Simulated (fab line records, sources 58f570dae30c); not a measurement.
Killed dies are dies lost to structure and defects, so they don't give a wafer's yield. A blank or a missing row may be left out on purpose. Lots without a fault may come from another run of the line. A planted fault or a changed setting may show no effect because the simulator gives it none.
Which tool did it? | flow berkeley_cmos170 | 16 lots, 48 wafers sampled, at 6 steps of a route of 331

WHAT THE GAUGES READ, wafer by wafer
UCB170_PWELL_TW_MEAS_17. Usual: PWELL_TW 377.9, standard deviation 2.
lot  | measured    | on            | PWELL_TW          | flag
L925 | day 3 09:40 | film_metro-01 | 378.6 378.9 378.8 |
L926 | day 3 21:43 | film_metro-03 | 375.8 375.4 377.8 |
L930 | day 4 12:33 | film_metro-03 | 375.7 379.2 376.7 |
L931 | day 4 12:49 | film_metro-03 | 375.8 378.5 377.3 |
L933 | day 4 21:56 | film_metro-01 | 383.1 382.4 380.5 |
L932 | day 4 22:11 | film_metro-02 | 377.1 376.5 376.8 |
L935 | day 5 04:29 | film_metro-03 | 376.4 375.1 375.7 |
L934 | day 5 05:16 | film_metro-01 | 378.2 379.8 380.1 |
L936 | day 5 12:47 | film_metro-02 | 376.6 379.0 379.5 |
L937 | day 6 00:40 | film_metro-01 | 374.8 377.2 376.4 |
L938 | day 6 00:42 | film_metro-02 | 381.3 382.1 380.6 |
L939 | day 6 07:20 | film_metro-02 | 379.2 378.1 379.0 |
L942 | day 6 20:37 | film_metro-01 | 376.7 377.1 378.3 |
L941 | day 6 20:52 | film_metro-02 | 378.8 379.8 378.5 |
L943 | day 7 05:17 | film_metro-03 | 374.1 375.7 375.2 |
L944 | day 7 05:32 | film_metro-02 | 378.0 379.8 378.8 |

UCB170_ACTIVE_CD_MEAS_13: target cd 1200 nm. Usual: cd_nm 1199.8 nm, standard deviation 1.3.
lot  | measured    | on        | cd_nm (nm)           | flag
L925 | day 4 20:04 | cd_sem-01 | 1198.7 1199.4 1199.0 |
L926 | day 5 06:19 | cd_sem-02 | 1200.1 1202.0 1200.7 |
L930 | day 6 00:39 | cd_sem-02 | 1198.1 1198.6 1198.3 |
L931 | day 6 00:11 | cd_sem-01 | 1201.0 1201.4 1200.7 |
L933 | day 6 07:48 | cd_sem-02 | 1199.8 1200.1 1200.1 |
L932 | day 6 07:33 | cd_sem-01 | 1199.5 1200.0 1200.4 |
L935 | day 6 13:17 | cd_sem-01 | 1201.9 1201.7 1200.4 |
L934 | day 6 13:35 | cd_sem-02 | 1198.8 1197.9 1200.0 |
L936 | day 7 01:26 | cd_sem-01 | 1200.6 1200.3 1200.6 |
L937 | day 7 10:19 | cd_sem-02 | 1201.6 1201.2 1200.7 |
L938 | day 7 10:33 | cd_sem-02 | 1200.9 1201.5 1201.3 |
L939 | day 7 18:40 | cd_sem-02 | 1199.0 1199.3 1201.2 |
L942 | day 8 06:26 | cd_sem-02 | 1198.5 1197.3 1197.7 |
L941 | day 8 06:40 | cd_sem-01 | 1201.2 1201.4 1201.4 |
L943 | day 8 19:05 | cd_sem-02 | 1200.8 1202.1 1200.1 |
L944 | day 8 19:23 | cd_sem-01 | 1200.0 1200.3 1200.6 |

UCB170_PLDD_TW_MEAS_11. Usual: PLDD_TW 1006, standard deviation 11.
lot  | measured     | on            | PLDD_TW        | flag
L925 | day 7 05:53  | film_metro-03 | 997 995 996    |
L926 | day 7 22:37  | film_metro-04 | 1019 1027 1019 |
L930 | day 8 13:57  | film_metro-04 | 1023 1023 1026 |
L931 | day 8 14:14  | film_metro-03 | 996 998 992    |
L933 | day 8 14:30  | film_metro-01 | 1008 1008 1003 |
L932 | day 8 13:47  | film_metro-01 | 1007 1005 1010 |
L935 | day 9 06:00  | film_metro-03 | 1005 992 998   |
L934 | day 9 06:07  | film_metro-04 | 1017 1021 1017 |
L936 | day 9 13:09  | film_metro-04 | 1025 1018 1017 |
L937 | day 10 01:24 | film_metro-04 | 1017 1014 1017 |
L938 | day 10 01:08 | film_metro-04 | 1017 1029 1016 |
L939 | day 10 11:42 | film_metro-01 | 1004 1006 1003 |
L942 | day 10 20:55 | film_metro-03 | 864 866 867    | OFF
L941 | day 10 20:45 | film_metro-01 | 866 874 874    | OFF
L943 | day 11 11:21 | film_metro-01 | 881 878 868    | OFF
L944 | day 11 11:06 | film_metro-03 | 864 867 865    | OFF

UCB170_SDANNEAL_RS_MEAS_04: measures by four-point-probe. Usual: PLDD_RS 1031.2 ohm/sq, standard deviation 2.6.
lot  | measured     | on            | PLDD_RS (ohm/sq)     | flag
L925 | day 7 21:27  | film_metro-01 | 1031.7 1032.6 1033.1 |
L926 | day 8 11:52  | film_metro-04 | 1033.6 1029.6 1032.5 |
L930 | day 9 05:48  | film_metro-04 | 1032.8 1031.6 1030.0 |
L931 | day 9 06:36  | film_metro-01 | 1028.9 1030.4 1029.7 |
L933 | day 9 06:56  | film_metro-03 | 1032.9 1035.2 1034.6 |
L932 | day 9 05:57  | film_metro-01 | 1032.1 1033.0 1034.0 |
L935 | day 9 22:37  | film_metro-01 | 1029.1 1029.4 1027.5 |
L934 | day 9 23:05  | film_metro-04 | 1030.8 1036.0 1033.8 |
L936 | day 9 22:51  | film_metro-03 | 1029.1 1032.7 1030.9 |
L937 | day 10 16:29 | film_metro-03 | 1031.6 1029.1 1030.9 |
L938 | day 10 15:55 | film_metro-01 | 1030.9 1031.5 1031.8 |
L939 | day 10 23:41 | film_metro-01 | 1025.0 1025.7 1023.5 |
L942 | day 11 13:31 | film_metro-04 | 932.8 935.7 934.6    | OFF
L941 | day 11 14:00 | film_metro-01 | 930.2 928.6 929.5    | OFF
L943 | day 12 05:02 | film_metro-04 | 929.1 927.4 931.3    | OFF
L944 | day 12 04:41 | film_metro-03 | 930.1 928.9 925.7    | OFF

WHICH TOOL RAN EACH LOT (tool, then ch and the chambers of the sampled wafers, then the start)
lot  | UCB170_NVT_STRIP_08                  | UCB170_PLDD_IMPLANT_08
L925 | plasma_asher-02 ch 0,1, day 6 10:05  | implanter-02 ch 0, day 7 05:29
L926 | plasma_asher-04 ch 0,1, day 7 01:40  | implanter-01 ch 0, day 7 21:59
L930 | plasma_asher-03 ch 0,1, day 7 17:50  | implanter-03 ch 0, day 8 13:33
L931 | plasma_asher-02 ch 1, day 7 17:33    | implanter-02 ch 0, day 8 13:50
L933 | plasma_asher-04 ch 0,1, day 7 17:29  | implanter-03 ch 0, day 8 14:06
L932 | plasma_asher-02 ch 0,1, day 7 16:56  | implanter-02 ch 0, day 8 13:24
L935 | plasma_asher-02 ch 0,1, day 8 02:50  | implanter-01 ch 0, day 9 05:36
L934 | plasma_asher-03 ch 0,1, day 8 03:08  | implanter-02 ch 0, day 9 05:41
L936 | plasma_asher-03 ch 0,1, day 8 17:38  | implanter-03 ch 0, day 9 12:45
L937 | plasma_asher-03 ch 0,1, day 9 00:39  | implanter-03 ch 0, day 10 01:00
L938 | plasma_asher-04 ch 0,1, day 9 00:32  | implanter-02 ch 0, day 10 00:44
L939 | plasma_asher-04 ch 0,1, day 9 14:28  | implanter-02 ch 0, day 10 11:18
L942 | plasma_asher-02 ch 0,1, day 10 03:52 | implanter-01 ch 0, day 10 20:33
L941 | plasma_asher-03 ch 0,1, day 10 03:39 | implanter-02 ch 0, day 10 20:23
L943 | plasma_asher-02 ch 0,1, day 10 12:08 | implanter-01 ch 0, day 11 10:58
L944 | plasma_asher-03 ch 0,1, day 10 12:16 | implanter-02 ch 0, day 11 10:42
- UCB170_NVT_STRIP_08: strips in O2.
- UCB170_PLDD_IMPLANT_08

WHAT THE TOOLS THEMSELVES READ (means of the sampled wafers that have a number; where no wafer has one, the mark that the record gives instead)
UCB170_NVT_STRIP_08. Usual: chamber_pressure_mTorr 3500 mTorr, standard deviation 3.1; drypump_motor_current_A 5.8 A, standard deviation 0.32; o2_flow_sccm 400.1 sccm, standard deviation 1.2; oes_product_au 0.734 a.u., standard deviation 0.0048; strip_time_to_endpoint_s 21.59 s, standard deviation 0.061.
lot  | tool            | chamber_pressure_mTorr (mTorr) | drypump_motor_current_A (A) | o2_flow_sccm (sccm) | oes_product_au (a.u.) | strip_time_to_endpoint_s (s) | flag
L925 | plasma_asher-02 | 3500                           | 5.7                         | 400.8               | 0.732                 | 21.52                        |
L926 | plasma_asher-04 | 3498                           | 5.7                         | 400.6               | 0.738                 | 21.57                        |
L930 | plasma_asher-03 | 3499                           | 6.0                         | 400.3               | 0.734                 | 21.54                        |
L931 | plasma_asher-02 | 3497                           | 6.1                         | 400.6               | 0.733                 | 21.64                        |
L933 | plasma_asher-04 | 3499                           | 5.8                         | 399.5               | 0.737                 | 21.61                        |
L932 | plasma_asher-02 | 3500                           | 5.9                         | 400.6               | 0.731                 | 21.54                        |
L935 | plasma_asher-02 | 3497                           | 5.7                         | 398.9               | 0.732                 | 21.63                        |
L934 | plasma_asher-03 | 3501                           | 6.0                         | 400.3               | 0.734                 | 21.61                        |
L936 | plasma_asher-03 | 3502                           | 6.0                         | 400.8               | 0.738                 | 21.57                        |
L937 | plasma_asher-03 | 3497                           | 6.0                         | 399.7               | 0.737                 | 21.70                        |
L938 | plasma_asher-04 | 3497                           | 5.7                         | 400.2               | 0.732                 | 21.57                        |
L939 | plasma_asher-04 | 3499                           | 5.4                         | 400.5               | 0.739                 | 21.58                        |
L942 | plasma_asher-02 | 3498                           | 5.9                         | 400.3               | 0.736                 | 21.50                        |
L941 | plasma_asher-03 | 3502                           | 5.9                         | 399.5               | 0.736                 | 21.61                        |
L943 | plasma_asher-02 | 3499                           | 5.7                         | 401.2               | 0.735                 | 21.66                        |
L944 | plasma_asher-03 | 3498                           | 6.0                         | 399.9               | 0.733                 | 21.53                        |

THE ANSWER, worked out from the rows above alone
Rule: a lot is off if the mean of its wafers that have a number lies more than 3 standard deviations from the usual mean. A lot without any number at a reading at which 4 lots or more have one is off too. The other lots that the step has rows for count as sound. The gauges are gone through in route order, then the tools' own readings, and for those a lot's mean is taken as printed above. The first step at which some lot is off is used, and at that step the reading that is off furthest; a lot without a number counts as furthest.
Off: L942, L941, L943, L944, at UCB170_PLDD_TW_MEAS_11 (PLDD_TW).
A tool fits if, at a process step before that reading, it ran every lot that is off, and no sound lot after the first of them. The gauges at UCB170_PLDD_TW_MEAS_11 are tried like those tools. None of those tried fits.

WHAT THE SIMULATOR HAD PUT IN
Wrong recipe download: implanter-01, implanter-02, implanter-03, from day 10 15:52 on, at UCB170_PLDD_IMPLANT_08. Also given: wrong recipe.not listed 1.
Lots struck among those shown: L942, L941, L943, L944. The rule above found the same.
